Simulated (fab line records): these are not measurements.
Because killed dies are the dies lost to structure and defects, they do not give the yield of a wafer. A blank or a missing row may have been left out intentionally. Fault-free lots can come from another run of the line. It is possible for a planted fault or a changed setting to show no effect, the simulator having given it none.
Which tool did it?    flow berkeley-cmos170    15 lots, 45 wafers sampled, at 1 step of a route of 331

## WHAT THE GAUGES SHOWED, per wafer
No reading from a measuring or inspecting step in the record can be judged against a usual standard deviation.

## EACH LOT AND THE TOOL THAT RAN IT (in order: tool; ch and the chambers of the sampled wafers; start)
lot   UCB170_GATE_PEB_10
L110  litho-track-02 ch 0, day 7 02:30
L112  litho-track-03 ch 0, day 7 12:53
L111  litho-track-01 ch 0, day 7 13:11
L114  litho-track-03 ch 0, day 8 04:37
L116  litho-track-01 ch 0, day 8 13:03
L120  litho-track-03 ch 0, day 9 12:56
L121  litho-track-03, day 9 13:16
L124  litho-track-02, day 9 22:32
L122  litho-track-03, day 9 22:32
L126  litho-track-02 ch 0, day 10 12:56
L125  litho-track-02 ch 0, day 10 13:13
L131  litho-track-01 ch 0, day 11 06:32
L132  litho-track-03 ch 0, day 11 06:47
L130  litho-track-01 ch 0, day 11 06:49
L133  litho-track-01 ch 0, day 12 03:34
- UCB170_GATE_PEB_10

## WHAT THE TOOLS THEMSELVES READ (means of the sampled wafers that have a number; where no wafer has one, the mark that the record gives instead)
UCB170_GATE_PEB_10. Usual: chill-plate-temp-C 23.02 C, standard deviation 0.1; exhaust-pa 45.1 Pa, standard deviation 0.91.
lot   tool            chill-plate-temp-C (C)  exhaust-pa (Pa)  flag
L110  litho-track-02  23.17                   45.0             
L112  litho-track-03  22.96                   44.8             
L111  litho-track-01  22.99                   46.1             
L114  litho-track-03  23.00                   45.1             
L116  litho-track-01  23.08                   44.6             
L120  litho-track-03  22.99                   45.8             
L121  litho-track-03  -                       -                OFF
L124  litho-track-02  -                       -                OFF
L122  litho-track-03  -                       -                OFF
L126  litho-track-02  22.96                   45.2             
L125  litho-track-02  22.84                   45.9             
L131  litho-track-01  23.03                   45.8             
L132  litho-track-03  23.15                   45.7             
L130  litho-track-01  22.95                   44.0             
L133  litho-track-01  22.97                   44.7             

## THE ANSWER, worked out from the rows above alone
Rule: take the mean of a lot's wafers that have a number; if it is more than 3 standard deviations from the usual mean, the lot is off. Also off: a lot with no number at a reading for which 4 or more lots have one. All remaining lots with rows at the step are treated as sound. After the gauges, taken in route order, come the tools' own readings; for these a lot's mean is taken, as printed above. At the first step where some lot is off, the reading lying furthest off is the one used; lots without a number count as furthest.
Off at UCB170_GATE_PEB_10 (chill-plate-temp-C): L121, L124, L122. Without a number there: L121, L124, L122.
A tool fits if, at that step or a process step before it, it ran every lot that is off, and no sound lot after the first of them. No candidate that was tried fits.

## WHAT THE SIMULATOR HAD PUT IN
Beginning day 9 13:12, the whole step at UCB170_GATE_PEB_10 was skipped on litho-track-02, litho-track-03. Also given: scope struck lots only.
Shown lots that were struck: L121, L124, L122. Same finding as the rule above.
